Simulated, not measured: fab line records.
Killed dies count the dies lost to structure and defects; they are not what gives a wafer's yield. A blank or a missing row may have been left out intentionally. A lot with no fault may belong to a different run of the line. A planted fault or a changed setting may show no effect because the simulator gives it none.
Which of the tools did it? | flow berkeleyCmos170 | at 1 step of a route of 331, 7 lots with 21 wafers sampled

## WHAT EACH GAUGE READ, for each wafer
UCB170_START_BOW_MEAS_00.
lot  | measured    | on           | INCOMING_BOW (um)
L223 | day 1 20:00 | filmMetro-03 | -8 -4 -1
L227 | day 2 16:00 | filmMetro-01 | 9 -1 7
L230 | day 3 07:01 | filmMetro-02 | 4 8 -3
L233 | day 3 22:02 | filmMetro-02 | 7 -2 -8
L236 | day 4 13:00 | filmMetro-01 | 9 -9 -7
L239 | day 5 04:01 | filmMetro-01 | 5 0 1
L241 | day 5 14:01 | filmMetro-01 | 4 -4 4

## TOOL THAT RAN EACH LOT (tool first, then ch and the chambers of the sampled wafers, then the start)
Record: no process step prior to these readings.

## THE ANSWER, worked out from the rows above alone
Rule: usual is defined by the lots themselves. The widest of any qualifying gaps counts: lots, ordered by their means at a reading, are off when they make up no more than a third of the lots, leave a main group of 4 or more, and stand apart from it by 3 or more times the standard deviation of that group's means. A main group whose means are all the same, to the digits that the tables above print for the reading, isn't used. A lot without any number at a reading at which 4 lots or more have one is off too. The other lots that the step has rows for count as sound.
No lot is off at any reading shown: from this, nothing can be told.

## WHAT HAD BEEN PUT IN BY THE SIMULATOR
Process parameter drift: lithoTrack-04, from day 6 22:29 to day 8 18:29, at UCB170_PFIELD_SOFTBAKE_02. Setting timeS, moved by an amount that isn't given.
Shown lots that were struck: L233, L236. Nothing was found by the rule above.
